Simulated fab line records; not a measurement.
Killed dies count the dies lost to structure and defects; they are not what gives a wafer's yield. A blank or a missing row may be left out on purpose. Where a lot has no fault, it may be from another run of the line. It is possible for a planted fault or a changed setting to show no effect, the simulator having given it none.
Which tool was responsible?    flow berkeleyCmos170    13 lots, 39 wafers sampled, at 4 steps of a route of 331

WHAT EACH GAUGE READ, for each wafer
UCB170_PWELL_OVL_MEAS_13.
lot   measured     on          PWELL_OVL (nm)
L928  day 2 22:01  overlay-01  -4 -4 -3
L929  day 3 01:50  overlay-01  -7 -2 -8
L930  day 3 14:19  overlay-02  -5 -5 -2
L932  day 3 14:35  overlay-02  6 5 4
L933  day 3 21:59  overlay-01  -4 -7 -9
L935  day 4 13:35  overlay-01  3 -6 -6
L945  day 6 16:02  overlay-01  -6 -12 -5
L946  day 6 21:54  overlay-01  -2 -9 2
L947  day 6 21:33  overlay-02  -4 -2 0
L948  day 7 06:03  overlay-02  -6 -6 -8
L949  day 7 16:25  overlay-02  -2 -9 3
L950  day 7 15:57  overlay-01  0 2 -1
L951  day 7 16:13  overlay-02  1 -4 -9

UCB170_PVT_OVL_MEAS_06.
lot   measured      on          PVT_OVL (nm)
L928  day 5 05:18   overlay-02  -1 -10 -1
L929  day 5 05:31   overlay-01  -7 -12 -10
L930  day 5 21:15   overlay-02  -3 -2 -3
L932  day 5 20:59   overlay-02  -16 -11 -14
L933  day 6 15:50   overlay-02  -5 2 -3
L935  day 6 22:37   overlay-02  6 0 3
L945  day 9 10:38   overlay-02  -9 -3 -8
L946  day 9 11:08   overlay-02  -4 -5 0
L947  day 9 10:52   overlay-01  0 3 -6
L948  day 10 05:02  overlay-01  -9 -17 -5
L949  day 10 08:56  overlay-02  -9 -2 -4
L950  day 10 08:58  overlay-02  7 3 1
L951  day 10 08:52  overlay-02  11 6 3

UCB170_PLDD_OVL_MEAS_07.
lot   measured      on          PLDD_OVL (nm)
L928  day 5 19:46   overlay-02  -1 1 -2
L929  day 5 20:43   overlay-02  -6 0 0
L930  day 6 14:16   overlay-02  1 4 -2
L932  day 6 14:10   overlay-01  5 5 2
L933  day 7 05:53   overlay-01  -2 6 -2
L935  day 7 13:17   overlay-01  -5 2 -7
L945  day 10 02:26  overlay-02  -6 -2 5
L946  day 10 03:31  overlay-01  1 -3 0
L947  day 10 03:53  overlay-02  6 -2 5
L948  day 10 16:03  overlay-01  -10 -8 -6
L949  day 11 00:06  overlay-01  -7 -8 -1
L950  day 11 00:23  overlay-01  3 -5 -2
L951  day 10 23:41  overlay-01  -5 2 -7

WHICH TOOL RAN EACH LOT (tool, then ch and the chambers of the sampled wafers, then the start)
lot   UCB170_NWELL_EXPOSE_09
L928  krfScanner-01 ch 0, day 2 06:16
L929  krfScanner-02 ch 0, day 2 12:19
L930  krfScanner-02 ch 0, day 2 18:05
L932  krfScanner-01 ch 0, day 2 22:08
L933  krfScanner-02 ch 0, day 3 06:26
L935  krfScanner-02 ch 0, day 3 18:29
L945  krfScanner-01 ch 0, day 5 15:25
L946  krfScanner-01 ch 0, day 6 01:24
L947  krfScanner-02 ch 0, day 6 05:51
L948  krfScanner-02 ch 0, day 6 13:16
L949  krfScanner-01 ch 0, day 6 19:22
L950  krfScanner-02 ch 0, day 6 23:14
L951  krfScanner-01 ch 0, day 6 23:26
- UCB170_NWELL_EXPOSE_09: exposes mask NWELL, target cd 3000 nm.

AS READ BY THE TOOLS THEMSELVES (means over the sampled wafers that have a number; for cases with no such wafer, the mark the record gives instead)
The record holds no such reading with a usual standard deviation.

THE ANSWER, worked out from the rows above alone
Rule: what is usual is taken from the lots themselves. Put in order of their means at a reading, lots are off if they are a third of the lots or fewer, leave a main group of 4 or more, and stand apart from it by a gap of 3 or more times the standard deviation of the main group's means; of several such gaps the widest counts. If all means in a main group match to the digits the tables above print for the reading, that group is not used. Also off: a lot with no number at a reading for which 4 or more lots have one. Any other lot the step has rows for is counted as sound. First the gauges in route order, then the tools' own readings, where a lot's mean is used as printed above. The first step at which some lot is off is used, and at that step the reading that is off furthest; a lot without a number counts as furthest.
Across all readings shown, no lot is off: no conclusion can be drawn from this.

WHAT THE SIMULATOR HAD PUT IN
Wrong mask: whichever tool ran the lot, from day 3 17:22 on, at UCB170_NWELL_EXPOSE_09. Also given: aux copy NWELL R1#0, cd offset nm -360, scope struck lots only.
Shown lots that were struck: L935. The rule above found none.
